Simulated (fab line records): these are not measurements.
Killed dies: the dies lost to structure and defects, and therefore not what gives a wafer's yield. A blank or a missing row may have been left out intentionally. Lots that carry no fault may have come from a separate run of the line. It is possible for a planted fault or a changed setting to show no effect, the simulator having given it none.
Struck lot and sound lot, side by side ; flow berkeley cmos170 ; 16 out of 331 route steps
Sound: these wafers, L237.1, L237.4, L237.6. Struck: wafer L249.4. (L249.1, L249.5 of the same lot were not struck and are left out.) The cause comes at the end.
Per side, at each step with rows, come the tool, then ch with its chambers, and then its first start. Under that, the readings that differ: sound wafers ; struck wafers ; difference of the means ; sigmas: that difference in standard deviations of wafers without a fault.
alike: a reading whose means differ by less than 2 such deviations, as well as words and numbers matching on both sides. not compared: withheld readings; readings where some wafer has no value; bounds like >300 that might hide an equal value; numbers whose values overlap and for which the record gives no deviation.
Wherever a step has rows on one side only, a row that says differs or no value, or a row with sigmas, the two part there. Numbers that don't overlap but have no deviation are shown without sigmas and don't part them. A reading that every wafer of one side lacks parts them only if that side has two wafers or more.

first, 5 steps without rows for these wafers: UCB170_M1_COAT_04 (resist thk 900 nm); UCB170_M1_SOFTBAKE_05 (time 60 s); UCB170_M1_EXPOSE_06 (exposes mask METAL1, target cd 700 nm); UCB170_M1_PEB_07; UCB170_M1_DEVELOP_08 (develop time 45 s).
UCB170_M1_CD_MEAS_09: target cd 700 nm.
  sound: cd sem-02 at day 9 01:55; struck: cd sem-02 at day 11 04:40
  alike: cd nm
UCB170_M1_OVL_MEAS_10:
  sound: overlay-02 at day 9 02:02; struck: overlay-01 at day 11 04:47
  alike: M1_OVL
UCB170_M1_ETCH_11: etches BARC in N2/H2.
  sound on rie diel-04 ch 1,3, day 9 02:04; struck on rie diel-02 ch 3, day 11 04:49
  alike: chamber pressure mTorr, drypump motor current A, oes product au, throttle valve pct
UCB170_M1_METAL_ETCH_12: etches Al in Cl2/BCl3, stops on PSG, target depth 780 nm, time 130 s.
  sound on rie metal-03 ch 0, day 9 02:07; struck on rie metal-03 ch 1, day 11 04:53
  alike: chamber pressure mTorr, drypump motor current A, oes product au, throttle valve pct
  not compared: rf hours counter h
UCB170_M1_STRIP_13: strips in O2.
  sound on plasma asher-02 ch 0, day 9 02:15; struck on plasma asher-01 ch 0, day 11 05:01
  alike: chamber pressure mTorr, drypump motor current A, o2 flow sccm, oes product au
  not compared: rf hours counter h
UCB170_M1_CD_MEAS_90: target cd 700 nm.
  sound: cd sem-01 at day 9 02:21; struck: cd sem-02 at day 11 05:07
reading;sound;struck;difference;sigmas
cd nm (nm);702 705 703;697;-6;-2
then, 1 step without rows for these wafers: UCB170_M1_ANNEAL_14 (time 1200 s).
UCB170_V1_CVD_00: deposits SiO2 from TEOS/O2, target thk 2000 nm, time 250 s.
  sound on pecvd-01 ch 0,1, day 9 06:56; struck on pecvd-01 ch 2, day 11 08:08
reading;sound;struck;difference;sigmas
run length s (s);277.6 277.8 278.3;304.3;+26.4;+36
model.SiO2_of_V1_CVD_00.thk nm (nm);2029 2066 2060;2227;+175;
  alike: heater power w
UCB170_V1_THK_MEAS_01:
  sound: film metro-03 at day 9 07:05; struck: film metro-01 at day 11 08:18
reading;sound;struck;difference;sigmas
V1_TEOS_THK (nm);2028 2066 2060;2228;+177;+6
UCB170_V1_CMP_02: polishes SiO2.
  sound on cmp-02 ch 0,3, day 9 07:09; struck on cmp-01 ch 1, day 11 08:25
  alike: head pressure psi, motor current A
next, for these wafers, 1 step has no rows: UCB170_M3_PROBE_99.

## WHERE THEY PART
First at UCB170_M1_CD_MEAS_90; last, within this record, at UCB170_V1_THK_MEAS_01. Later steps at which nothing parts them and some readings are alike: UCB170_V1_CMP_02.

WHY: what had been put in by the simulator
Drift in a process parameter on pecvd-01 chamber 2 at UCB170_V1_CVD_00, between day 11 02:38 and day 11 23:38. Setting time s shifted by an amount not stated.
